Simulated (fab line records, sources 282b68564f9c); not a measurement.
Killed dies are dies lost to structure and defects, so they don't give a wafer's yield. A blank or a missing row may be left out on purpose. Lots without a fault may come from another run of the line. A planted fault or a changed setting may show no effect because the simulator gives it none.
A struck lot beside a sound one | flow rit_cmos | 44 steps out of a route of 202
Sound: wafers L115.1, L115.2, L115.5. Struck: wafers L130.1, L130.3, L130.5. The cause comes at the end.
At each step with rows: each side's tool, then ch and its chambers, then its first start. Under that, the readings that differ: sound wafers | struck wafers | difference of the means | sigmas: that difference in standard deviations of wafers without a fault.
alike: readings whose means differ by less than 2 such deviations, and words and numbers that are the same on both sides. not compared: withheld readings, readings that some wafer has no value for, bounds like >300 that may hide the same value, and numbers for which the record gives no deviation and whose values overlap.
The two part at a step that has a row with sigmas, a row that says differs or no value, or rows on one side only. Numbers that don't overlap but have no deviation are shown without sigmas and don't part them. A reading that every wafer of one side lacks parts them only if that side has two wafers or more.

first, 3 steps without rows for these wafers: RIT_REOX_CLEAN_01 (cleans in dHF, time 30 s); RIT_REOX_CLEAN_02 (cleans in SC2, time 600 s); RIT_REOX_OXIDATION_03 (target thk 25.2 nm, ox time 5580 s).
RIT_REOX_THK_MEAS_04:
  sound on film_metro-04, day 2 15:47; struck on film_metro-03, day 5 19:57
  alike: REOX_OXIDE_THK
then, 6 steps without rows for these wafers: RIT_NLDD_HMDS_00 (prime time 60 s); RIT_NLDD_COAT_01 (resist thk 1000 nm); RIT_NLDD_SOFTBAKE_02 (time 60 s); RIT_NLDD_EXPOSE_03 (exposes mask M7, target cd 40700 nm); RIT_NLDD_PEB_04; RIT_NLDD_DEVELOP_05 (develop time 50 s).
RIT_NLDD_OVL_MEAS_06:
  sound on overlay-02, day 2 16:50; struck on overlay-02, day 5 20:52
  alike: NLDD_OVL
then, 1 step without rows for these wafers: RIT_NLDD_HARDBAKE_07 (time 60 s).
RIT_NLDD_IMPLANT_08:
  sound on implanter-03 ch 0, day 2 17:01; struck on implanter-03 ch 0, day 5 21:07
RIT_NLDD_STRIP_09: strips in O2, time 180 s.
  sound on plasma_asher-02 ch 0,1, day 2 17:10; struck on plasma_asher-04 ch 0,1, day 5 21:16
  alike: drypump_motor_current_A
  not compared: rf_hours_counter_h
RIT_NLDD_TW_MEAS_10:
  sound on film_metro-04, day 2 17:20; struck on film_metro-04, day 5 21:26
  reading | sound          | struck         | difference | sigmas
  NLDD_TW | 2519 2498 2516 | 2302 2303 2305 | -208       | -13
then, 6 steps without rows for these wafers: RIT_PLDD_HMDS_00 (prime time 60 s); RIT_PLDD_COAT_01 (resist thk 1000 nm); RIT_PLDD_SOFTBAKE_02 (time 60 s); RIT_PLDD_EXPOSE_03 (exposes mask M8, target cd 40900 nm); RIT_PLDD_PEB_04; RIT_PLDD_DEVELOP_05 (develop time 50 s).
RIT_PLDD_OVL_MEAS_06:
  sound on overlay-02, day 2 18:15; struck on overlay-01, day 5 22:20
  alike: PLDD_OVL
then, 2 steps without rows for these wafers: RIT_PLDD_HARDBAKE_07 (time 60 s); RIT_PLDD_IMPLANT_08.
RIT_PLDD_STRIP_09: strips in O2, time 180 s.
  sound on plasma_asher-01 ch 0,1, day 2 18:35; struck on plasma_asher-01 ch 1, day 5 22:41
  alike: drypump_motor_current_A
  not compared: rf_hours_counter_h
RIT_PLDD_TW_MEAS_10:
  sound on film_metro-02, day 2 18:46; struck on film_metro-02, day 5 22:51
  alike: PLDD_TW
then, 4 steps without rows for these wafers: RIT_SPACER_CLEAN_00 (cleans in SC1, time 600 s); RIT_SPACER_CLEAN_01 (cleans in dHF, time 30 s); RIT_SPACER_CLEAN_02 (cleans in SC2, time 600 s); RIT_SPACER_CVD_03 (deposits Si3N4 from SiH2Cl2/NH3, target thk 250 nm, time 3300 s).
RIT_SPACER_THK_MEAS_04:
  sound on film_metro-03, day 2 21:06; struck on film_metro-02, day 6 01:12
  alike: SPACER_NITRIDE_THK
RIT_SPACER_ETCHBACK_05: etches Si3N4 in SF6/CHF3, stops on SiO2, target depth 250 nm, time 240 s.
  sound on rie_diel-04 ch 1,2,3, day 2 21:10; struck on rie_diel-03 ch 1,2,3, day 6 01:16
  alike: drypump_motor_current_A, oes_product_au, throttle_valve_pct
  not compared: rf_hours_counter_h
then, 6 steps without rows for these wafers: RIT_NSD_HMDS_00 (prime time 60 s); RIT_NSD_COAT_01 (resist thk 1000 nm); RIT_NSD_SOFTBAKE_02 (time 60 s); RIT_NSD_EXPOSE_03 (exposes mask M9, target cd 40700 nm); RIT_NSD_PEB_04; RIT_NSD_DEVELOP_05 (develop time 50 s).
RIT_NSD_OVL_MEAS_06:
  sound on overlay-02, day 2 22:10; struck on overlay-01, day 6 02:23
  alike: NSD_OVL
then, 2 steps without rows for these wafers: RIT_NSD_HARDBAKE_07 (time 60 s); RIT_NSD_IMPLANT_08.
RIT_NSD_STRIP_09: strips in O2, time 180 s.
  sound on plasma_asher-04 ch 0,1, day 2 22:30; struck on plasma_asher-02 ch 0,1, day 6 02:43
  alike: drypump_motor_current_A
  not compared: rf_hours_counter_h
RIT_SDANNEAL_RS_MEAS_07: measures by four-point-probe.
  sound on film_metro-04, day 3 01:11; struck on film_metro-01, day 6 05:13
  reading          | sound             | struck            | difference | sigmas
  NLDD_RS (ohm/sq) | 152.5 152.4 152.1 | 195.9 195.5 195.5 | +43.3      | +87
RIT_M1_PROBE_99:
  sound on prober-02, day 3 08:13; struck on prober-01, day 6 12:22
  reading                                    | sound               | struck               | difference | sigmas
  model.etest.nmos_0p15.r_on_ohm_um          | 1103 1093 1155      | 1330 1288 1330       | +199       |
  model.etest.nmos_0p3.r_on_ohm_um           | 2215 2168 2200      | 2332 2314 2359       | +141       |
  model.etest.nldd.rs_ohm_sq_range           | 7.763 11.87 11.77   | 173.8 178.7 176.4    | +165.8     |
  model.etest.nldd.rs_ohm_sq                 | 385.4 379.1 388.5   | 491.3 495.6 496.4    | +110.1     |
  model.etest.nmos_turned.drive_ua_um        | 317.8 332.9 319.1   | 235 233.6 234.9      | -89        |
  model.etest.nldd.rs_ohm_sq_rim_less_centre | -1.402 3.612 -7.105 | -84.72 -88.76 -76.19 | -81.59     |
  model.etest.nmos_0p15.drive_ua_um_range    | 8.313 11.1 11.66    | 67.34 68.91 70.17    | +58.45     |
  model.etest.nmos_0p15.drive_ua_um          | 460.7 475 456.6     | 417.3 414.8 418.1    | -47.4      |
  alike: killed_at_M0_to_M3, killed_at_contacts, killed_at_front_end, killed_dies, killed_open, killed_short

WHERE THEY PART
First at RIT_NLDD_TW_MEAS_10; last, within this record, at RIT_SDANNEAL_RS_MEAS_07. Later steps at which nothing parts them and some readings are alike: RIT_M1_PROBE_99.

WHY: what the simulator had put in
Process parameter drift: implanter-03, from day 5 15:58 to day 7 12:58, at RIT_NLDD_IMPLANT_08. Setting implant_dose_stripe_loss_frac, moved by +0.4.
